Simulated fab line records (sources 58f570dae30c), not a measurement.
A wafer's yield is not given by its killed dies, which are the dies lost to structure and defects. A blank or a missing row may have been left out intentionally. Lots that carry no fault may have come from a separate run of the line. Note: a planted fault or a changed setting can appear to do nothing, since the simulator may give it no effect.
Split-lot experiment | flow berkeley_cmos170 | 5 lots, 23 wafers read, on a route of 331 steps

== SPLIT DETAILS ==
At UCB170_M3_METAL_ETCH_18 (etches Al in Cl2/BCl3, stops on SiO2, target depth 1170 nm, time 195 s), the setting over_etch_frac was moved away from the recipe's 0.3 on 9 of the 23 wafers read, by -29.0% to -12.4%. The other wafers ran this setting at the recipe's value.

Split to reading: the file shows no intervening step.

== THE READING ==
oes_product_au, in a.u., at UCB170_M3_STRIP_19 (strips in O2). A value of 0.542 a.u. with a standard deviation of 0.012 a.u. is what fault-free wafers of this fab line usually give.

wafer  | tool, chamber at the split | over_etch_frac as run | against the recipe | oes_product_au, a.u. | against lot-mates on the recipe
L075.1 | rie_metal-02, 1            | 0.3                   | recipe             | 0.536                | -
L075.2 | rie_metal-02, 0            | 0.3                   | recipe             | 0.535                | -
L075.4 | rie_metal-02, 0            | 0.3                   | recipe             | 0.534                | -
L075.5 | rie_metal-02, 0            | 0.3                   | recipe             | 0.524                | -
L075.6 | rie_metal-02, 1            | 0.3                   | recipe             | 0.540                | -
L074.1 | rie_metal-04, 0            | 0.2175                | -27.5%             | 0.586                | +0.034
L074.2 | rie_metal-04, 1            | 0.2175                | -27.5%             | 0.585                | +0.033
L074.4 | rie_metal-04, 1            | 0.3                   | recipe             | 0.551                | -
L074.5 | rie_metal-04, 0            | 0.3                   | recipe             | 0.552                | -
L074.6 | rie_metal-04, 1            | 0.2175                | -27.5%             | 0.585                | +0.033
L080.1 | rie_metal-02, 1            | 0.3                   | recipe             | 0.531                | -
L080.4 | rie_metal-02, 0            | 0.3                   | recipe             | 0.512                | -
L080.6 | rie_metal-02, 0            | 0.3                   | recipe             | 0.519                | -
L083.2 | rie_metal-02, 0            | 0.2129                | -29.0%             | 0.571                | +0.032
L083.3 | rie_metal-02, 1            | 0.3                   | recipe             | 0.543                | -
L083.4 | rie_metal-02, 0            | 0.2129                | -29.0%             | 0.578                | +0.039
L083.5 | rie_metal-02, 0            | 0.2129                | -29.0%             | 0.584                | +0.045
L083.6 | rie_metal-02, 1            | 0.3                   | recipe             | 0.535                | -
L082.1 | rie_metal-02, 1            | 0.2627                | -12.4%             | 0.549                | +0.019
L082.3 | rie_metal-02, 1            | 0.3                   | recipe             | 0.532                | -
L082.4 | rie_metal-02, 0            | 0.2627                | -12.4%             | 0.549                | +0.019
L082.5 | rie_metal-02, 1            | 0.2627                | -12.4%             | 0.558                | +0.028
L082.6 | rie_metal-02, 0            | 0.3                   | recipe             | 0.529                | -

THE FIT
A straight line over all 23 wafers: oes_product_au changes by -0.00167 a.u. for each +1% of over_etch_frac; r = -0.91; the points scatter about the line by 0.0095 a.u.
The same after taking each lot's own level away (the mean of its wafers on the recipe; 23 wafers): -0.0013 a.u. for each +1%; r = -0.95; scatter 0.0053 a.u.
That fit puts the effect of the largest move of over_etch_frac on the reading at 0.038 a.u.
The lots' own levels span 0.5207 to 0.5515 a.u., that is 2.6 times the standard deviation above.
Hence the slope depends on the lot-to-lot level, as the two fits are not the same.
Check: +0.0396 a.u. against its lot-mates is what the line predicts for one of the wafers moved furthest among these (-29.0%) when that wafer is left out of the fit. Against them it came out at +0.032 a.u.
Tool readings at the split's step, against how far the setting was moved: oes_product_au r = -0.54.

== FURTHER SPLITS ON THESE WAFERS ==
Other splits were also applied to these wafers ahead of the reading. Each is held against what the fit with the lots' levels taken away leaves over:
other split on the same wafers | wafers away from the commonest value | r with oes_product_au (lot level and that fit taken away)
UCB170_M2_PEB_13 peb_temp_c    | 6                                    | -0.01
UCB170_M3_SPUTTER_01 power_w   | 8                                    | -0.06
UCB170_M3_EXPOSE_12 dose_mj    | 8                                    | +0.11

== THE FILE'S OWN FIT ==
oes_product_au changes by -0.00133 a.u. for each +1% of over_etch_frac, r = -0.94.
